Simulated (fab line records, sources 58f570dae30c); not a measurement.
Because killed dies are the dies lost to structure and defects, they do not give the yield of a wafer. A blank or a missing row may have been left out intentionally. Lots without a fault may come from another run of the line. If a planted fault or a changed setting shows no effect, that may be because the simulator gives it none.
Struck lot and sound lot, side by side + flow berkeley cmos170 + 17 steps out of a route of 331
Sound: these wafers, L754.2, L754.4, L754.6. The struck wafers were L761.1, L761.3, L761.4. The cause is named last.
Order at every step that has rows: each side's tool, ch and its chambers, its first start. Under that, the readings that differ: sound wafers + struck wafers + difference of the means + sigmas: that difference in standard deviations of wafers without a fault.
alike: readings with means less than 2 such deviations apart, plus words and numbers identical on both sides. not compared: withheld readings, readings lacking a value on some wafer, bounds such as >300 that could conceal the same value, and numbers that have no deviation in the record and whose values overlap.
Wherever a step has rows on one side only, a row that says differs or no value, or a row with sigmas, the two part there. Non-overlapping numbers with no deviation appear without sigmas and do not part them. A reading missing from all wafers of one side parts the sides only when that side holds two or more wafers.

UCB170_NWELL_THK_MEAS_02:
  sound on film metro-01 at day 2 05:54; struck on film metro-04 at day 3 20:44
  alike: NWELL_OXIDE_THK
then, 2 steps without rows for these wafers: UCB170_NWELL_ANNEAL_03 (time 900 s); UCB170_NWELL_CVD_04 (deposits Si3N4 from SiH2Cl2/NH3, target thk 224 nm, time 3360 s).
UCB170_NWELL_THK_MEAS_05:
  sound on film metro-01 at day 2 13:25; struck on film metro-03 at day 4 03:38
  alike: NWELL_NITRIDE_THK
then, 6 steps without rows for these wafers: UCB170_NWELL_HMDS_06 (prime time 60 s); UCB170_NWELL_COAT_07 (resist thk 900 nm); UCB170_NWELL_SOFTBAKE_08 (time 60 s); UCB170_NWELL_EXPOSE_09 (exposes mask NWELL, target cd 3000 nm); UCB170_NWELL_PEB_10; UCB170_NWELL_DEVELOP_11 (develop time 45 s).
UCB170_NWELL_OVL_MEAS_12:
  sound on overlay-01 at day 2 15:19; struck on overlay-02 at day 4 04:52
  alike: NWELL_OVL
UCB170_NWELL_ETCH_13: etches Si3N4 in CH3F/Ar/O2, stops on SiO2, target depth 246.4 nm, time 154 s.
  sound on rie diel-01 ch 1,2, day 2 15:20; struck on rie diel-01 ch 0,2,3, day 4 04:54
  alike: drypump motor current A, oes product au, throttle valve pct
  not compared: rf hours counter h
UCB170_NWELL_IMPLANT_14:
  sound on implanter-01 ch 0, day 2 15:28; struck on implanter-01 ch 0, day 4 05:19
UCB170_NWELL_STRIP_15: strips in O2.
  sound on plasma asher-02 ch 0,1, day 2 15:35; struck on plasma asher-04 ch 0,1, day 4 05:28
  alike: drypump motor current A, oes product au, strip time to endpoint s
  not compared: rf hours counter h
UCB170_NWELL_TW_MEAS_16:
  sound on film metro-04 at day 2 15:42; struck on film metro-03 at day 4 05:53
| reading  | sound          | struck         | difference | sigmas |
|----------|----------------|----------------|------------|--------|
| NWELL_TW | 1249 1251 1251 | 1542 1547 1547 | +295       | +38    |
then, 1 step without rows for these wafers: UCB170_NWELL_CLEAN_17 (cleans in SPM, time 600 s).
-- the record jumps here: 6 days lie between the struck wafers' starts before and after (it left off in module NWELL and takes up again in module M3, whose first step shown is number 331 of the route) --
UCB170_M3_PROBE_99:
  the record has rows for the struck wafers here (prober-01, day 10 14:51) and none for the sound ones

## WHERE THEY PART
Last at UCB170_M3_PROBE_99 as far as this record goes, first at UCB170_NWELL_TW_MEAS_16.

WHY: the cause the simulator had injected
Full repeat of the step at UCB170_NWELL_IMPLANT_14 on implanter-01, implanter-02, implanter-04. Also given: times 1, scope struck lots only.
